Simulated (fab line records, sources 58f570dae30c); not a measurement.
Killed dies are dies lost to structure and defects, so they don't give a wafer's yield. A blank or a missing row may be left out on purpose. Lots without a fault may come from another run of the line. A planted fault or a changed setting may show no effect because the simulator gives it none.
fab line records | flow berkeley_cmos170
record lots=14 wafers=42 last_day=13
route steps=331 shown NWELL@16 ACTIVE@70 SCREENOX@102
lots that met no fault: from a run of the same line without faults
start_h: hours from the record's first day to the start of the lot's first wafer shown | wait_h: hours since the lot's step before | " the same as in the row above | L1.1+2: a row that stands for several wafers | - no value, or no start given | * or withheld: withheld | < > ~ a bound
route shown NAME@n: a module of which the file shows steps, and the number in the route of the first | usual: mean/standard deviation of fault-free wafers | same: alike in all rows | chamber/n: place in a boat | sites: the reading at each site | _std_site: their standard deviation | _edge_site: outer sites' mean less inner sites' | radius_mm: how far each site lies from the wafer's centre | mask NAME#n: copy n | behind: the tool/chamber that last shaped the wafer | hold: why the lot was held/for how many hours/how that ended | device: the transistor (n, p or np) that didn't switch | end of line: the same wafers' tests at the end of the route | a step without rows: its recipe alone | killed: dies lost to structure and defects at the first sort, not the wafer's yield | map: a wafer's dies, x killed, . not, _ none there
set.NAME: the setting as run; set.NAME@STEP: as run at that earlier step | model.NAME: the simulator's own value behind a step, which no gauge read
steps of the route over a sample of lots; a table a step, a row a wafer
services: from which hour (start_h, from the record's first day; less than 0 if before it) a tool's chamber was out of use, for how many hours, and why
## steps
# step UCB170_NWELL_THK_MEAS_02
# recipe reads=SiO2_of_NWELL_OXIDATION_01
# usual NWELL_OXIDE_THK=26.1/0.41
# columns lot.wafer tool chamber start_h wait_h NWELL_OXIDE_THK[nm]
L254.2 film_metro-01 - 32.32 0.0 25.9
L254.5 " - " " 26.2
L254.6 " - " " 26.0
L255.2 film_metro-02 - 32.32 0.0 25.3
L255.3 " - " " 25.4
L255.5 " - " " 25.7
L258.1 film_metro-04 - 55.71 0.0 26.1
L258.2 " - " " 26.4
L258.5 " - " " 25.9
L257.2 film_metro-02 - 55.72 0.0 25.2
L257.4 " - " " 25.6
L257.5 " - " " 25.9
L261.2 film_metro-04 - 76.60 0.0 25.9
L261.5 " - " " 25.8
L261.6 " - " " 26.0
L262.2 film_metro-01 - 76.60 0.0 25.6
L262.4 " - " " 25.0
L262.6 " - " " 26.0
L264.2 film_metro-02 - 83.47 0.0 26.4
L264.3 " - " " 26.1
L264.4 " - " " 25.7
L265.1 film_metro-02 - 88.98 0.0 26.3
L265.3 " - " " 26.6
L265.4 " - " " 26.3
L267.1 film_metro-04 - 92.09 0.0 26.5
L267.4 " - " " 26.4
L267.6 " - " " 27.1
L266.2 film_metro-02 - 92.10 0.0 25.4
L266.4 " - " " 26.2
L266.6 " - " " 25.8
L269.1 film_metro-02 - 110.78 0.0 26.3
L269.5 " - " " 25.7
L269.6 " - " " 25.4
L273.3 film_metro-01 - 128.07 0.0 26.0
L273.4 " - " " 26.4
L273.6 " - " " 26.1
L275.2 film_metro-02 - 140.46 0.0 26.4
L275.3 " - " " 26.3
L275.6 " - " " 26.6
L276.2 film_metro-01 - 145.14 0.0 26.4
L276.5 " - " " 26.9
L276.6 " - " " 26.3
# step UCB170_ACTIVE_EXPOSE_10
# recipe mask_id=ACTIVE target_cd_nm=1200 na=0.5 sigma_outer=0.6 source_shape=conventional dose_mj=20
# usual exposure_dose_mJ_cm2=20.15/0.15 focus_offset_nm=0.1/0.53 sigma_outer=0.6/0
# columns lot.wafer tool chamber start_h wait_h mask exposure_dose_mJ_cm2 focus_offset_nm sigma_outer
L255.2 krf_scanner-02 0 106.64 - ACTIVE#0 19.97 0.4 0.6
L255.3 " 0 " " ACTIVE#0 19.99 -0.1 0.6
L255.5 " 0 " " ACTIVE#0 20.01 -0.2 0.6
L254.2 krf_scanner-01 0 106.98 0.2 ACTIVE#0 20.27 -0.8 0.6
L254.5 " 0 " " ACTIVE#0 20.29 -0.1 0.6
L254.6 " 0 " " ACTIVE#0 20.29 -0.7 0.6
L257.2 krf_scanner-01 0 115.82 0.2 ACTIVE#0 20.27 0.5 0.6
L257.4 " 0 " " ACTIVE#0 20.27 -0.1 0.6
L257.5 " 0 " " ACTIVE#0 20.28 0.5 0.6
L258.1 krf_scanner-01 0 115.92 0.4 ACTIVE#0 20.28 0.3 0.6
L258.2 " 0 " " ACTIVE#0 20.25 0.3 0.6
L258.5 " 0 " " ACTIVE#0 20.28 0.8 0.6
L261.2 krf_scanner-02 0 146.18 - ACTIVE#0 19.99 -0.5 0.6
L261.5 " 0 " " ACTIVE#0 19.99 0.1 0.6
L261.6 " 0 " " ACTIVE#0 19.97 -1.1 0.6
L262.2 krf_scanner-02 0 146.84 - ACTIVE#0 20.00 0.1 0.6
L262.4 " 0 " " ACTIVE#0 20.01 0.4 0.6
L262.6 " 0 " " ACTIVE#0 20.02 -0.1 0.6
L264.2 krf_scanner-01 - 147.08 - ACTIVE#0 - - -
L264.3 " - " " ACTIVE#0 - - -
L264.4 " - " " ACTIVE#0 - - -
L267.1 krf_scanner-02 - 151.19 - ACTIVE#0 - - -
L267.4 " - " " ACTIVE#0 - - -
L267.6 " - " " ACTIVE#0 - - -
L265.1 krf_scanner-02 0 151.40 - ACTIVE#0 20.02 0.2 0.6
L265.3 " 0 " " ACTIVE#0 19.99 -0.1 0.6
L265.4 " 0 " " ACTIVE#0 19.99 -0.4 0.6
L266.2 krf_scanner-02 0 156.24 - ACTIVE#0 20.00 0.2 0.6
L266.4 " 0 " " ACTIVE#0 20.02 -0.2 0.6
L266.6 " 0 " " ACTIVE#0 20.01 0.1 0.6
L269.1 krf_scanner-01 0 170.26 0.1 ACTIVE#0 20.30 0.6 0.6
L269.5 " 0 " " ACTIVE#0 20.31 1.2 0.6
L269.6 " 0 " " ACTIVE#0 20.28 0.8 0.6
L273.3 krf_scanner-01 0 194.27 0.4 ACTIVE#0 20.32 -0.1 0.6
L273.4 " 0 " " ACTIVE#0 20.33 -0.7 0.6
L273.6 " 0 " " ACTIVE#0 20.29 -0.3 0.6
L276.2 krf_scanner-02 0 207.26 0.1 ACTIVE#0 19.97 0.2 0.6
L276.5 " 0 " " ACTIVE#0 19.96 -0.1 0.6
L276.6 " 0 " " ACTIVE#0 19.98 -0.1 0.6
L275.2 krf_scanner-01 0 207.50 0.4 ACTIVE#0 20.32 -1.0 0.6
L275.3 " 0 " " ACTIVE#0 20.30 -0.3 0.6
L275.6 " 0 " " ACTIVE#0 20.31 -0.1 0.6
# step UCB170_ACTIVE_CD_MEAS_13
# recipe target_cd_nm=1200
# usual cd_nm=1200.5/1.3
# columns lot.wafer tool chamber start_h wait_h cd_nm
L255.2 cd_sem-01 - 108.09 - 1200.6
L255.3 " - " " 1202.5
L255.5 " - " " 1201.6
L254.2 cd_sem-01 - 108.21 - 1202.1
L254.5 " - " " 1201.8
L254.6 " - " " 1202.4
L257.2 cd_sem-01 - 117.45 - 1200.6
L257.4 " - " " 1202.0
L257.5 " - " " 1203.1
L258.1 cd_sem-01 - 117.55 - 1200.3
L258.2 " - " " 1200.2
L258.5 " - " " 1200.6
L261.2 cd_sem-01 - 147.92 - 1201.1
L261.5 " - " " 1201.4
L261.6 " - " " 1201.9
L262.2 cd_sem-02 - 148.62 - 1198.4
L262.4 " - " " 1199.7
L262.6 " - " " 1198.8
L264.2 cd_sem-01 - 148.65 - -
L264.3 " - " " -
L264.4 " - " " -
L267.1 cd_sem-01 - 153.40 - -
L267.4 " - " " -
L267.6 " - " " -
L265.1 cd_sem-01 - 153.70 - 1200.3
L265.3 " - " " 1199.4
L265.4 " - " " 1200.0
L266.2 cd_sem-01 - 158.07 - 1200.7
L266.4 " - " " 1199.0
L266.6 " - " " 1199.3
L269.1 cd_sem-02 - 170.65 - 1199.5
L269.5 " - " " 1198.7
L269.6 " - " " 1198.5
L273.3 cd_sem-01 - 194.66 - 1201.3
L273.4 " - " " 1202.4
L273.6 " - " " 1202.3
L276.2 cd_sem-02 - 207.65 - 1202.3
L276.5 " - " " 1203.2
L276.6 " - " " 1200.5
L275.2 cd_sem-01 - 207.92 - 1202.2
L275.3 " - " " 1200.8
L275.6 " - " " 1201.5
# step UCB170_SCREENOX_THK_MEAS_02
# recipe reads=SiO2_of_SCREENOX_OXIDATION_01
# usual SCREENOX_OXIDE_THK=14.45/0.26
# columns lot.wafer tool chamber start_h wait_h SCREENOX_OXIDE_THK[nm]
L254.2 film_metro-02 - 140.35 0.0 14.55
L254.5 " - " " 14.18
L254.6 " - " " 14.52
L255.2 film_metro-03 - 140.35 0.0 14.34
L255.3 " - " " 14.36
L255.5 " - " " 14.34
L258.1 film_metro-02 - 147.34 0.0 14.08
L258.2 " - " " 13.98
L258.5 " - " " 14.22
L257.2 film_metro-03 - 147.35 0.0 14.43
L257.4 " - " " 14.53
L257.5 " - " " 14.51
L262.2 film_metro-02 - 185.27 0.0 14.72
L262.4 " - " " 14.78
L262.6 " - " " 15.01
L261.2 film_metro-03 - 185.33 0.1 14.91
L261.5 " - " " 14.92
L261.6 " - " " 14.92
L265.1 film_metro-03 - 185.38 0.1 15.08
L265.3 " - " " 14.74
L265.4 " - " " 14.87
L266.2 film_metro-04 - 185.39 0.1 14.41
L266.4 " - " " 14.39
L266.6 " - " " 14.19
L269.1 film_metro-04 - 205.63 0.0 14.28
L269.5 " - " " 14.50
L269.6 " - " " 14.58
L273.3 film_metro-04 - 227.03 0.0 14.76
L273.4 " - " " 14.61
L273.6 " - " " 14.59
L275.2 film_metro-03 - 237.88 0.0 14.13
L275.3 " - " " 14.23
L275.6 " - " " 14.26
L276.2 film_metro-03 - 238.00 0.1 14.55
L276.5 " - " " 14.60
L276.6 " - " " 14.47
## services
# columns tool chamber start_h hours kind
krf_scanner-02 0 97.12 - calibration
krf_scanner-01 - 99.82 0.8 pm
krf_scanner-01 0 108.56 - calibration
krf_scanner-02 - 157.68 0.8 pm
krf_scanner-02 - 170.24 4.4 pm
krf_scanner-01 - 192.61 1.0 pm
krf_scanner-02 - 193.61 1.0 pm
krf_scanner-02 - 207.46 1.3 pm
## key
first_sign step=UCB170_ACTIVE_EXPOSE_10 reading=tool_record direction=missing
effect none on later readings
met_at UCB170_ACTIVE_EXPOSE_10
struck_lots L264,L267
later_rows_left_out L264.2,L264.3,L264.4,L267.1,L267.4,L267.6
sort_left_out L264.2,L264.3,L264.4,L267.1,L267.4,L267.6
tester_left_out L264,L267
not_acting_at UCB170_NWELL_THK_MEAS_02,UCB170_ACTIVE_CD_MEAS_13,UCB170_SCREENOX_THK_MEAS_02
onset_between 146.84 147.08
fault kind=skipped_step_whole tool=krf_scanner-01,krf_scanner-02 chamber=- onset_h=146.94 steps=UCB170_ACTIVE_EXPOSE_10 scope=struck_lots_only
# tester_left_out: of these lots the tester's yield and bins aren't shown, on N5 and GAA mostly nor the transistor test; their killed dies are dies lost to structure and defects alone, not to doping, threshold or leakage, so they don't give the yield
# sort_left_out: the simulated sort isn't trusted on such a fault, so these wafers' sort isn't shown, and their yield isn't known
# later_rows_left_out: the simulator's readings of these wafers behind a module that went badly wrong aren't trusted and aren't shown, but for the sort
